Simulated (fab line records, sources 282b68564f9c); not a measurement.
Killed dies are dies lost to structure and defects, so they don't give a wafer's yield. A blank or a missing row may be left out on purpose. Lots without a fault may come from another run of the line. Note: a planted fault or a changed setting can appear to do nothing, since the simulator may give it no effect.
A lot that was struck, set against a sound lot ; flow rit cmos ; 15 out of 202 route steps
Sound: the wafers L525.1, L525.4, L525.6. Struck: wafers L541.2, L541.3, L541.5. The cause is given at the end.
Each step with rows lists, per side, the tool, then ch with its chambers, then its first start. Under that, the readings that differ: sound wafers ; struck wafers ; difference of the means ; sigmas: that difference in standard deviations of wafers without a fault.
alike: same words and numbers on both sides, and readings whose means sit less than 2 such deviations apart. not compared: any withheld reading, any reading some wafer has no value for, any bound like >300 that may hide the same value, and any number with overlapping values for which the record gives no deviation.
The two part at a step that has a row with sigmas, a row that says differs or no value, or rows on one side only. Numbers that have no deviation but don't overlap get no sigmas and don't part them. A reading that every wafer of one side lacks parts them only if that side has two wafers or more.

first, 1 step without rows for these wafers: RIT_CONTACT_HARDBAKE_10 (time 60 s).
RIT_CONTACT_ETCH_11: etches SiO2 in CHF3/CF4/Ar, stops on TiSi2, target depth 480 nm, time 320 s.
  sound on rie diel-03 ch 1,3, day 3 03:49; struck on rie diel-01 ch 0,1, day 6 12:30
  alike: O2_flow_sccm, drypump motor current A, oes product au, throttle valve pct
  not compared: rf hours counter h
RIT_CONTACT_STRIP_12: strips in O2, time 185.1 s.
  sound on plasma asher-03 ch 0,1, day 3 04:01; struck on plasma asher-03 ch 0,1, day 6 12:42
  alike: drypump motor current A
  not compared: rf hours counter h
RIT_CONTACT_CD_MEAS_90: target cd 1000 nm.
  sound on cd sem-02, day 3 04:11; struck on cd sem-01, day 6 12:53
  alike: cd nm
then, 2 steps without rows for these wafers: RIT_CONTACT_CLEAN_13 (cleans in SC1, time 600 s); RIT_CONTACT_CLEAN_14 (cleans in SC2, time 600 s).
RIT_M1_SPUTTER_00: material Al, target thk 400 nm, time 500 s.
  sound on pvd sputter-04, day 3 04:41; struck on pvd sputter-02, day 6 13:20
  alike: throttle valve pct
RIT_M1_RS_MEAS_01: a four-point-probe measurement.
  sound on film metro-02, day 3 04:59; struck on film metro-02, day 6 13:40
  alike: M1_AL_RS
RIT_M1_THK_MEAS_02: measures by xrf.
  sound on film metro-02, day 3 05:07; struck on film metro-02, day 6 13:46
  alike: M1_AL_THK
then, 3 steps without rows for these wafers: RIT_M1_HMDS_03 (prime time 60 s); RIT_M1_COAT_04 (resist thk 1322 nm); RIT_M1_SOFTBAKE_05 (time 60 s).
RIT_M1_EXPOSE_06: exposes mask M12, target cd 2600 nm.
  sound on iline stepper-01 ch 0, day 3 05:37; struck on iline stepper-02 ch 0, day 6 14:31
reading;sound;struck;difference;sigmas
model.M1.overlay x nm (nm);0.7024 0.7024 0.7024;0.5972 0.5972 0.5972;-0.1052;
  alike: mask, focus offset nm, reticle temp C
next, for these wafers, 1 step has no rows: RIT_M1_PEB_07.
RIT_M1_PROBE_99:
  record: rows for the struck wafers here (prober-01, day 6 17:38), none for the sound ones

WHERE THEY PART
Only at RIT_M1_PROBE_99, as far as this record shows.

WHY: what had been put in by the simulator
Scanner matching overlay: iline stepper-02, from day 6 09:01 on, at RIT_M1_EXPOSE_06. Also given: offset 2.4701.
